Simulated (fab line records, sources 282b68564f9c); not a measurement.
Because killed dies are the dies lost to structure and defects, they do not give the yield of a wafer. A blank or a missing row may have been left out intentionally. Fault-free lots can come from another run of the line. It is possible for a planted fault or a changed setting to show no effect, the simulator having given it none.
Struck lot and sound lot, side by side -- flow ritCmos -- 18 out of 202 route steps
Sound: these wafers, L954.1, L954.2, L954.6. Wafers struck: L968.3, L968.4, L968.6. The cause is given at the end.
At each step with rows: each side's tool, then ch and its chambers, then its first start. Under that, the readings that differ: sound wafers -- struck wafers -- difference of the means -- sigmas: that difference in standard deviations of wafers without a fault.
alike: readings with means less than 2 such deviations apart, plus words and numbers identical on both sides. not compared: withheld readings, readings lacking a value on some wafer, bounds such as >300 that could conceal the same value, and numbers that have no deviation in the record and whose values overlap.
A row with sigmas, a row that says differs or no value, or rows on one side alone: a step with any of these is where the two part. Numbers that don't overlap but have no deviation are shown without sigmas and don't part them. A reading missing from all wafers of one side parts the sides only when that side holds two or more wafers.

first, 4 steps without rows for these wafers: RIT_NRETRO_SOFTBAKE_02 (time 60 s); RIT_NRETRO_EXPOSE_03 (exposes mask M4, target cd 43900 nm); RIT_NRETRO_PEB_04; RIT_NRETRO_DEVELOP_05 (develop time 68 s).
RIT_NRETRO_OVL_MEAS_06:
  sound on overlay-02 at day 3 04:49; struck on overlay-02 at day 6 04:30
  alike: NRETRO_OVL
then, 2 steps without rows for these wafers: RIT_NRETRO_HARDBAKE_07 (time 120 s); RIT_NRETRO_IMPLANT_08.
RIT_NRETRO_STRIP_09: strips in O2, time 180 s.
  sound on plasmaAsher-04 ch 0,1, day 3 05:16; struck on plasmaAsher-02 ch 0,1, day 6 04:59
  alike: drypumpMotorCurrentA
  not compared: rfHoursCounterH
RIT_NRETRO_TW_MEAS_10:
  sound on filmMetro-01 at day 3 05:26; struck on filmMetro-03 at day 6 05:07
  alike: NRETRO_TW
then, 3 steps without rows for these wafers: RIT_PRETRO_HMDS_00 (prime time 60 s); RIT_PRETRO_COAT_01 (resist thk 1300 nm); RIT_PRETRO_SOFTBAKE_02 (time 60 s).
RIT_PRETRO_EXPOSE_03: exposes mask M5, target cd 43700 nm.
  sound on ilineStepper-01 ch 0, day 3 05:56; struck on ilineStepper-01 ch 0, day 6 05:39
reading,sound,struck,difference,sigmas
model.PRETRO.overlayXNm (nm),0.7632 0.7632 0.7632,130.5 130.5 130.5,+129.7,
  alike: mask
then, 2 steps without rows for these wafers: RIT_PRETRO_PEB_04; RIT_PRETRO_DEVELOP_05 (develop time 68 s).
RIT_PRETRO_OVL_MEAS_06:
  sound on overlay-01 at day 3 06:22; struck on overlay-01 at day 6 06:08
reading,sound,struck,difference,sigmas
PRETRO_OVL (nm),2.0 1.0 1.9,130.0 130.4 130.1,+128.5,+86
then, 1 step without rows for these wafers: RIT_PRETRO_HARDBAKE_07 (time 120 s).
RIT_M1_PROBE_99:
  sound wafers here have rows in the record (prober-02, day 4 14:29); struck ones have none

== WHERE THEY PART ==
At RIT_PRETRO_OVL_MEAS_06 first; at RIT_M1_PROBE_99 last (within this record only).

WHY: what had been put in by the simulator
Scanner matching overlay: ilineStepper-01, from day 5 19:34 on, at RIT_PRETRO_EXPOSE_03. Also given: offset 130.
